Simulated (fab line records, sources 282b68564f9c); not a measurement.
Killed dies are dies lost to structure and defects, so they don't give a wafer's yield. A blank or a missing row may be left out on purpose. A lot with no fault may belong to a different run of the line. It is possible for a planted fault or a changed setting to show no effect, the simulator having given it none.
fab line records + flow rit_cmos
[record]
- lots = 6
- wafers = 18
- last_day = 8
route steps=202 shown PSD@144 SDANNEAL@153 NSD@158 PLDD@159 NLDD@160 M1@202
lots untouched by any fault: they come from a run of this same line in which no faults occurred
start_h: hours from the record's first day to the start of the lot's first wafer shown + wait_h: how many hours have passed since the lot's step before this one + " identical to the entry in the row above + L1.1+2: a single row standing in for several wafers + - no value present, or no start provided + * or withheld: withheld + < > ~ a bound
route shown NAME@n: a module of which the file shows steps, and the number in the route of the first + usual: mean and standard deviation over wafers with no fault + same: alike in all rows + chamber/n: place in a boat + sites: readings site by site + _std_site: their standard deviation + _edge_site: outer sites' mean less inner sites' + radius_mm: how far each site lies from the wafer's centre + mask NAME#n: copy n + behind: the most recent tool/chamber to have shaped the wafer + hold: why the lot was held/for how many hours/how that ended + device: whichever transistor did not switch (one of n, p or np) + end of line: tests of these same wafers at the route's end + where a step has no rows: the recipe by itself + killed: dies that structure and defects cost at the first sort, which is not the same as the wafer's yield + map: the dies of a wafer, with x for killed, . for not killed, _ for no die there
set.NAME: the setting that was run; set.NAME@STEP: the one run at that earlier step + model.NAME: the simulator's own value behind a step, which no gauge read
lots at selected steps of the route; one table per step, one row per wafer
services: a tool's chamber out of use, with start hour (start_h, from the record's first day; less than 0 if before it), hours out, and reason
[[steps]]
[step RIT_PSD_SOFTBAKE_02]
[recipe]
- resist = NOVOLAK
- temp_c = 90
- time_s = 60
[step RIT_PSD_EXPOSE_03]
[recipe]
- mask_id = M10
- na = 0.57
- target_cd_nm = 40900
- dose_mj = 250
[step RIT_PSD_PEB_04]
[recipe]
- resist = NOVOLAK
- temp_c = withheld
- time_s = withheld
[step RIT_PSD_DEVELOP_05]
[recipe]
- resist = NOVOLAK
- develop_time_s = 50
- dev_temp_c = 23
[step RIT_PSD_OVL_MEAS_06]
[usual]
- PSD_OVL = 0.3/1.6
| lot.wafer | tool       | chamber | start_h | wait_h | PSD_OVL[nm] |
|-----------|------------|---------|---------|--------|-------------|
| L471.3    | overlay-01 | -       | 89.28   | -      | -0.2        |
| L471.4    | "          | -       | "       | "      | 1.9         |
| L471.5    | "          | -       | "       | "      | 1.9         |
| L472.1    | overlay-01 | -       | 91.40   | -      | -2.3        |
| L472.3    | "          | -       | "       | "      | -0.8        |
| L472.5    | "          | -       | "       | "      | -1.2        |
| L477.2    | overlay-01 | -       | 121.56  | -      | -1.4        |
| L477.3    | "          | -       | "       | "      | 0.3         |
| L477.4    | "          | -       | "       | "      | 0.2         |
| L479.4    | overlay-02 | -       | 136.77  | -      | 2.5         |
| L479.5    | "          | -       | "       | "      | 2.9         |
| L479.6    | "          | -       | "       | "      | 1.6         |
| L485.1    | overlay-01 | -       | 171.75  | -      | -0.2        |
| L485.2    | "          | -       | "       | "      | 2.2         |
| L485.5    | "          | -       | "       | "      | -1.7        |
| L486.1    | overlay-02 | -       | 180.47  | -      | 1.8         |
| L486.4    | "          | -       | "       | "      | 0.0         |
| L486.5    | "          | -       | "       | "      | -0.1        |
[step RIT_PSD_HARDBAKE_07]
[recipe]
- resist = NOVOLAK
- temp_c = 140
- time_s = 60
[step RIT_PSD_IMPLANT_08]
[recipe]
- species = BF2
- energy_kev = 27
- dose_cm2 = 5e+15
- tilt_deg = 7
[step RIT_PSD_STRIP_09]
[recipe]
- chemistry = O2
- time_s = 180
- resist = NOVOLAK
- platen_temp_c = withheld
- power_w = 500
- pressure_mtorr = 4000
- o2_flow_sccm = 4000
[usual]
- drypump_motor_current_A = 5.8/0.46
| lot.wafer | tool            | chamber | start_h | wait_h | drypump_motor_current_A | rf_hours_counter_h |
|-----------|-----------------|---------|---------|--------|-------------------------|--------------------|
| L471.3    | plasma_asher-01 | 1       | 89.67   | 0.1    | 6.0                     | -                  |
| L471.4    | "               | 0       | "       | "      | 4.8                     | -                  |
| L471.5    | "               | 0       | "       | "      | 4.8                     | -                  |
| L472.1    | plasma_asher-04 | 0       | 91.74   | 0.1    | 5.8                     | 46                 |
| L472.3    | "               | 1       | "       | "      | 5.9                     | -                  |
| L472.5    | "               | 0       | "       | "      | 5.8                     | -                  |
| L477.2    | plasma_asher-04 | 1       | 121.89  | 0.1    | 5.9                     | 0                  |
| L477.3    | "               | 0       | "       | "      | 5.8                     | -                  |
| L477.4    | "               | 1       | "       | "      | 5.9                     | -                  |
| L479.4    | plasma_asher-04 | 0       | 137.15  | 0.1    | 5.8                     | -                  |
| L479.5    | "               | 0       | "       | "      | 5.8                     | -                  |
| L479.6    | "               | 1       | "       | "      | 5.9                     | -                  |
| L485.1    | plasma_asher-03 | 0       | 172.09  | 0.1    | 6.4                     | 40                 |
| L485.2    | "               | 1       | "       | "      | 5.9                     | 40                 |
| L485.5    | "               | 1       | "       | "      | 6.0                     | -                  |
| L486.1    | plasma_asher-01 | 1       | 180.81  | 0.1    | 6.0                     | 50                 |
| L486.4    | "               | 0       | "       | "      | 4.7                     | -                  |
| L486.5    | "               | 0       | "       | "      | 4.7                     | -                  |
[step RIT_PSD_TW_MEAS_10]
[usual]
- PSD_TW = 3430/27
| lot.wafer | tool          | chamber | start_h | wait_h | PSD_TW |
|-----------|---------------|---------|---------|--------|--------|
| L471.3    | film_metro-02 | -       | 89.80   | 0.1    | 3433   |
| L471.4    | "             | -       | "       | "      | 3434   |
| L471.5    | "             | -       | "       | "      | 3419   |
| L472.1    | film_metro-02 | -       | 91.91   | 0.1    | 3441   |
| L472.3    | "             | -       | "       | "      | 3449   |
| L472.5    | "             | -       | "       | "      | 3456   |
| L477.2    | film_metro-04 | -       | 122.08  | 0.1    | 3406   |
| L477.3    | "             | -       | "       | "      | 3423   |
| L477.4    | "             | -       | "       | "      | 3417   |
| L479.4    | film_metro-03 | -       | 137.30  | 0.1    | 3473   |
| L479.5    | "             | -       | "       | "      | 3475   |
| L479.6    | "             | -       | "       | "      | 3477   |
| L485.1    | film_metro-04 | -       | 172.26  | 0.1    | 3402   |
| L485.2    | "             | -       | "       | "      | 3400   |
| L485.5    | "             | -       | "       | "      | 3393   |
| L486.1    | film_metro-04 | -       | 180.98  | 0.1    | 3416   |
| L486.4    | "             | -       | "       | "      | 3413   |
| L486.5    | "             | -       | "       | "      | 3404   |
[step RIT_SDANNEAL_CLEAN_00]
[recipe]
- chemistry = SC1
- mix = 3:3:50
- time_s = 600
- temp_c = 75
[step RIT_SDANNEAL_CLEAN_01]
[recipe]
- chemistry = dHF
- dilution = 50:1
- time_s = 30
[step RIT_SDANNEAL_CLEAN_02]
[recipe]
- chemistry = SC2
- mix = 3:3:50
- time_s = 600
- temp_c = 75
- dry = n2_spin
[step RIT_SDANNEAL_RTA_03]
[recipe]
- temp_c = 1050
- time_s = 5
- idle_temp_c = 600
- ramp_up_c_per_s = 342
- ramp_down_c_per_s = 171
- cool_to_c = 600
- ambient = N2
[usual]
- ramp_down_c_per_s = 171.00/0.033
- wafer_temp_C_max = 1053.6/1.1
| lot.wafer | tool          | chamber | start_h | wait_h | ramp_down_c_per_s | wafer_temp_C_max |
|-----------|---------------|---------|---------|--------|-------------------|------------------|
| L471.3    | rtp_anneal-02 | 0       | 90.23   | 0.0    | 170.95            | 1053.7           |
| L471.4    | "             | 0       | "       | "      | 170.99            | 1053.4           |
| L471.5    | "             | 0       | "       | "      | 170.99            | 1052.6           |
| L472.1    | rtp_anneal-01 | 0       | 92.34   | 0.0    | 170.97            | 1055.4           |
| L472.3    | "             | 0       | "       | "      | 170.97            | 1053.4           |
| L472.5    | "             | 0       | "       | "      | 171.03            | 1053.2           |
| L477.2    | rtp_anneal-02 | 0       | 122.52  | 0.0    | 171.06            | 1084.6           |
| L477.3    | "             | 0       | "       | "      | 170.98            | 1085.4           |
| L477.4    | "             | 0       | "       | "      | 170.99            | 1087.5           |
| L479.4    | rtp_anneal-02 | 0       | 137.76  | 0.0    | 171.07            | 1084.5           |
| L479.5    | "             | 0       | "       | "      | 171.03            | 1086.6           |
| L479.6    | "             | 0       | "       | "      | 170.96            | 1085.1           |
| L485.1    | rtp_anneal-01 | 0       | 172.69  | 0.0    | 171.00            | 1056.0           |
| L485.2    | "             | 0       | "       | "      | 170.99            | 1052.7           |
| L485.5    | "             | 0       | "       | "      | 171.02            | 1053.6           |
| L486.1    | rtp_anneal-01 | 0       | 181.44  | 0.0    | 171.05            | 1052.8           |
| L486.4    | "             | 0       | "       | "      | 171.01            | 1054.8           |
| L486.5    | "             | 0       | "       | "      | 171.06            | 1053.6           |
[step RIT_SDANNEAL_RS_MEAS_04]
[recipe]
- thk_meas_gauge = four-point-probe
[usual]
- PSD_RS = 116.00/0.29
| lot.wafer | tool          | chamber | start_h | wait_h | PSD_RS[ohm/sq] |
|-----------|---------------|---------|---------|--------|----------------|
| L471.3    | film_metro-03 | -       | 90.31   | 0.1    | 115.73         |
| L471.4    | "             | -       | "       | "      | 116.04         |
| L471.5    | "             | -       | "       | "      | 116.46         |
| L472.1    | film_metro-04 | -       | 92.40   | 0.0    | 115.75         |
| L472.3    | "             | -       | "       | "      | 115.90         |
| L472.5    | "             | -       | "       | "      | 115.78         |
| L477.2    | film_metro-02 | -       | 122.59  | 0.1    | 94.24          |
| L477.3    | "             | -       | "       | "      | 94.30          |
| L477.4    | "             | -       | "       | "      | 94.08          |
| L479.4    | film_metro-02 | -       | 137.85  | 0.1    | 94.09          |
| L479.5    | "             | -       | "       | "      | 94.10          |
| L479.6    | "             | -       | "       | "      | 94.24          |
| L485.1    | film_metro-03 | -       | 172.75  | 0.0    | 116.52         |
| L485.2    | "             | -       | "       | "      | 116.21         |
| L485.5    | "             | -       | "       | "      | 116.40         |
| L486.1    | film_metro-03 | -       | 181.50  | 0.0    | 116.36         |
| L486.4    | "             | -       | "       | "      | 116.56         |
| L486.5    | "             | -       | "       | "      | 116.31         |
[step RIT_SDANNEAL_RS_MEAS_05]
[recipe]
- thk_meas_gauge = four-point-probe
[usual]
- NSD_RS = 84.52/0.29
| lot.wafer | tool          | chamber | start_h | wait_h | NSD_RS[ohm/sq] |
|-----------|---------------|---------|---------|--------|----------------|
| L471.3    | film_metro-03 | -       | 90.43   | 0.1    | 84.61          |
| L471.4    | "             | -       | "       | "      | 84.47          |
| L471.5    | "             | -       | "       | "      | 84.39          |
| L472.1    | film_metro-04 | -       | 92.52   | 0.1    | 84.29          |
| L472.3    | "             | -       | "       | "      | 84.31          |
| L472.5    | "             | -       | "       | "      | 84.38          |
| L477.2    | film_metro-02 | -       | 122.71  | 0.1    | 83.85          |
| L477.3    | "             | -       | "       | "      | 83.89          |
| L477.4    | "             | -       | "       | "      | 83.71          |
| L479.4    | film_metro-02 | -       | 137.97  | 0.1    | 83.50          |
| L479.5    | "             | -       | "       | "      | 83.42          |
| L479.6    | "             | -       | "       | "      | 83.48          |
| L485.1    | film_metro-03 | -       | 172.87  | 0.1    | 84.91          |
| L485.2    | "             | -       | "       | "      | 84.91          |
| L485.5    | "             | -       | "       | "      | 84.89          |
| L486.1    | film_metro-03 | -       | 181.62  | 0.1    | 84.55          |
| L486.4    | "             | -       | "       | "      | 84.48          |
| L486.5    | "             | -       | "       | "      | 84.60          |
[step RIT_SDANNEAL_RS_MEAS_06]
[recipe]
- thk_meas_gauge = four-point-probe
[usual]
- PLDD_RS = 178.8/0.48
| lot.wafer | tool          | chamber | start_h | wait_h | PLDD_RS[ohm/sq] |
|-----------|---------------|---------|---------|--------|-----------------|
| L471.3    | film_metro-03 | -       | 90.55   | 0.1    | 179.2           |
| L471.4    | "             | -       | "       | "      | 178.9           |
| L471.5    | "             | -       | "       | "      | 179.4           |
| L472.1    | film_metro-04 | -       | 92.64   | 0.1    | 178.4           |
| L472.3    | "             | -       | "       | "      | 178.5           |
| L472.5    | "             | -       | "       | "      | 178.5           |
| L477.2    | film_metro-02 | -       | 122.83  | 0.1    | 160.0           |
| L477.3    | "             | -       | "       | "      | 160.8           |
| L477.4    | "             | -       | "       | "      | 160.2           |
| L479.4    | film_metro-02 | -       | 138.09  | 0.1    | 159.9           |
| L479.5    | "             | -       | "       | "      | 159.8           |
| L479.6    | "             | -       | "       | "      | 159.9           |
| L485.1    | film_metro-03 | -       | 172.99  | 0.1    | 179.4           |
| L485.2    | "             | -       | "       | "      | 178.9           |
| L485.5    | "             | -       | "       | "      | 179.3           |
| L486.1    | film_metro-03 | -       | 181.74  | 0.1    | 179.4           |
| L486.4    | "             | -       | "       | "      | 179.5           |
| L486.5    | "             | -       | "       | "      | 179.3           |
[step RIT_SDANNEAL_RS_MEAS_07]
[recipe]
- thk_meas_gauge = four-point-probe
[usual]
- NLDD_RS = 151.7/0.54
| lot.wafer | tool          | chamber | start_h | wait_h | NLDD_RS[ohm/sq] |
|-----------|---------------|---------|---------|--------|-----------------|
| L471.3    | film_metro-03 | -       | 90.67   | 0.1    | 151.7           |
| L471.4    | "             | -       | "       | "      | 151.6           |
| L471.5    | "             | -       | "       | "      | 151.2           |
| L472.1    | film_metro-04 | -       | 92.76   | 0.1    | 152.2           |
| L472.3    | "             | -       | "       | "      | 151.8           |
| L472.5    | "             | -       | "       | "      | 151.6           |
| L477.2    | film_metro-02 | -       | 122.95  | 0.1    | 151.0           |
| L477.3    | "             | -       | "       | "      | 150.4           |
| L477.4    | "             | -       | "       | "      | 150.6           |
| L479.4    | film_metro-02 | -       | 138.21  | 0.1    | 150.5           |
| L479.5    | "             | -       | "       | "      | 150.6           |
| L479.6    | "             | -       | "       | "      | 150.2           |
| L485.1    | film_metro-03 | -       | 173.11  | 0.1    | 151.4           |
| L485.2    | "             | -       | "       | "      | 151.0           |
| L485.5    | "             | -       | "       | "      | 151.4           |
| L486.1    | film_metro-03 | -       | 181.86  | 0.1    | 152.2           |
| L486.4    | "             | -       | "       | "      | 152.2           |
| L486.5    | "             | -       | "       | "      | 152.4           |
[step RIT_M1_PROBE_99]
[usual]
- killed_at_M0_to_M3 = 0.0/0.083
- killed_at_front_end = 6.6/2.7
- killed_dies = 6.7/2.7
- killed_open = 3.4/2
- killed_short = 3.2/1.8
[same]
- gross_dies = 264
- killed_at_M4_up = 0
- killed_at_back_side = 0
- killed_at_contacts = 0
- killed_at_other = 0
| lot.wafer | tool      | chamber | start_h | wait_h | killed_at_M0_to_M3 | killed_at_front_end | killed_dies | killed_open | killed_short |
|-----------|-----------|---------|---------|--------|--------------------|---------------------|-------------|-------------|--------------|
| L471.3    | prober-01 | -       | 97.90   | 0.2    | 0                  | 6                   | 6           | 4           | 2            |
| L471.4    | prober-01 | -       | 97.95   | 0.2    | 0                  | 6                   | 6           | 3           | 3            |
| L471.5    | prober-01 | -       | 98.00   | 0.2    | 0                  | 11                  | 11          | 6           | 5            |
| L472.1    | prober-02 | -       | 99.66   | 0.1    | 0                  | 6                   | 6           | 6           | 0            |
| L472.3    | prober-02 | -       | 99.76   | 0.2    | 0                  | 4                   | 4           | 1           | 3            |
| L472.5    | prober-02 | -       | 99.86   | 0.2    | 0                  | 5                   | 5           | 3           | 2            |
| L477.2    | prober-01 | -       | 130.18  | 0.1    | 0                  | 6                   | 6           | 3           | 3            |
| L477.3    | prober-01 | -       | 130.23  | 0.2    | 1                  | 4                   | 5           | 2           | 3            |
| L477.4    | prober-01 | -       | 130.28  | 0.2    | 0                  | 6                   | 6           | 2           | 4            |
| L479.4    | prober-01 | -       | 145.31  | 0.2    | 0                  | 4                   | 4           | 1           | 1            |
| L479.5    | prober-01 | -       | 145.36  | 0.2    | 0                  | 10                  | 10          | 2           | 6            |
| L479.6    | prober-01 | -       | 145.41  | 0.2    | 0                  | 8                   | 8           | 5           | 2            |
| L485.1    | prober-02 | -       | 180.17  | 0.1    | 0                  | 5                   | 5           | 1           | 4            |
| L485.2    | prober-02 | -       | 180.22  | 0.1    | 0                  | 10                  | 10          | 6           | 4            |
| L485.5    | prober-02 | -       | 180.37  | 0.2    | 0                  | 12                  | 12          | 8           | 4            |
| L486.1    | prober-02 | -       | 189.16  | 0.1    | 0                  | 6                   | 6           | 5           | 1            |
| L486.4    | prober-02 | -       | 189.31  | 0.2    | 0                  | 5                   | 5           | 2           | 3            |
| L486.5    | prober-02 | -       | 189.36  | 0.2    | 0                  | 8                   | 8           | 4           | 4            |
// killed by level:class
L471.3 GATE:geometric_particle:open=3 SILICIDE:geometric_particle:short=2 SILICIDE:geometric_particle:open=1
L471.4 GATE:geometric_particle:open=3 SILICIDE:geometric_particle:short=2 GATE:geometric_particle:short=1
L471.5 GATE:geometric_particle:short=3 FOX1:geometric_particle:open=2 SILICIDE:geometric_particle:open=2 SILICIDE:geometric_particle:short=2 FOX2:geometric_particle:open=1 GATE:geometric_particle:open=1
L472.1 GATE:geometric_particle:open=5 REOX:geometric_particle:open=1
L472.3 FOX2:geometric_particle:short=1 GATE:geometric_particle:short=1 SPACER:geometric_particle:open=1 SILICIDE:geometric_particle:short=1
L472.5 GATE:geometric_particle:short=2 FOX2:geometric_particle:open=1 GATE:geometric_particle:open=1 SILICIDE:geometric_particle:open=1
L477.2 GATE:geometric_particle:short=2 FOX1:geometric_particle:open=1 FOX2:geometric_particle:open=1 SPACER:geometric_particle:open=1 SILICIDE:geometric_particle:short=1
L477.3 GATE:geometric_particle:short=2 GATE:geometric_particle:open=1 SILICIDE:geometric_particle:open=1 M1:geometric_particle:short=1
L477.4 REOX:geometric_particle:short=3 GATE:geometric_particle:short=1 REOX:geometric_particle:open=1 SPACER:geometric_particle:open=1
L479.4 NSD:coat_microbubble_printed=2 FOX2:geometric_particle:short=1 SILICIDE:geometric_particle:open=1
L479.5 REOX:geometric_particle:short=3 GATE:geometric_particle:short=2 NSD:coat_microbubble_printed=2 ACTIVE:geometric_particle:open=1 FOX1:geometric_particle:short=1 GATE:geometric_particle:open=1
L479.6 FOX1:geometric_particle:open=2 FOX2:geometric_particle:open=2 FOX1:geometric_particle:short=1 GATE:geometric_particle:open=1 GATE:geometric_particle:short=1 NSD:coat_microbubble_printed=1
L485.1 FOX1:geometric_particle:short=1 FOX1:geometric_particle:open=1 FOX2:geometric_particle:short=1 GATE:geometric_particle:short=1 SPACER:geometric_particle:short=1
L485.2 FOX2:geometric_particle:open=4 GATE:geometric_particle:short=3 GATE:geometric_particle:open=1 REOX:geometric_particle:short=1 REOX:geometric_particle:open=1
L485.5 GATE:geometric_particle:open=3 SILICIDE:geometric_particle:open=3 FOX1:geometric_particle:short=1 FOX1:geometric_particle:open=1 GATE:geometric_particle:short=1 REOX:geometric_particle:short=1 SPACER:geometric_particle:short=1 SPACER:geometric_particle:open=1
L486.1 GATE:geometric_particle:open=2 SPACER:geometric_particle:open=2 FOX1:geometric_particle:open=1 FOX2:geometric_particle:short=1
L486.4 ACTIVE:geometric_particle:short=1 GATE:geometric_particle:open=1 GATE:geometric_particle:short=1 SPACER:geometric_particle:open=1 SILICIDE:geometric_particle:short=1
L486.5 FOX1:geometric_particle:short=1 FOX2:geometric_particle:short=1 GATE:geometric_particle:open=1 GATE:geometric_particle:short=1 REOX:geometric_particle:open=1 SPACER:geometric_particle:short=1 SPACER:geometric_particle:open=1 SILICIDE:geometric_particle:open=1
[[services]]
| tool            | chamber | start_h | hours | kind       |
|-----------------|---------|---------|-------|------------|
| plasma_asher-01 | -       | 103.33  | 0.4   | repair     |
| plasma_asher-04 | -       | 108.75  | 9.0   | pm         |
| plasma_asher-04 | 0       | 108.75  | 9.0   | vent_cycle |
| plasma_asher-04 | 1       | 108.75  | 9.0   | vent_cycle |
| plasma_asher-04 | 0       | 117.75  | -     | clean      |
| plasma_asher-04 | 1       | 117.75  | -     | clean      |
| plasma_asher-04 | -       | 146.74  | 1.6   | repair     |
[[key]]
[first_sign]
- step = RIT_SDANNEAL_RTA_03
- reading = wafer_temp_C_max
- direction = up
- sigmas = 29
- usual = *
- struck = *
[effect]
- step = RIT_SDANNEAL_RS_MEAS_04
- reading = PSD_RS
- direction = down
- sigmas = 76
- usual = 116.00
- struck = 94.18
[effect]
- step = RIT_SDANNEAL_RS_MEAS_05
- reading = NSD_RS
- direction = down
- sigmas = 3.1
- usual = 84.52
- struck = 83.64
[effect]
- step = RIT_SDANNEAL_RS_MEAS_06
- reading = PLDD_RS
- direction = down
- sigmas = 39
- usual = 178.8
- struck = 160.1
[effect]
- step = RIT_SDANNEAL_RS_MEAS_07
- reading = NLDD_RS
- direction = down
- sigmas = 2.2
- usual = 151.7
- struck = 150.5
met_at RIT_SDANNEAL_RTA_03
struck_wafers L477.2,L477.3,L477.4,L479.4,L479.5,L479.6
tester_left_out L477,L479
onset_between 90.23 122.52
[fault]
- kind = process_parameter_drift
- tool = rtp_anneal-02
- chamber = -
- onset_h = 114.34
- steps = RIT_SDANNEAL_RTA_03
- channel = temp_c
- offset = *
- shape = step
- end_h = 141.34
- acts_in = *
- stated = *
// tester_left_out: of these lots the tester's yield and bins aren't shown, on N5 and GAA mostly nor the transistor test; their killed dies are dies lost to structure and defects alone, not to doping, threshold or leakage, so they don't give the yield
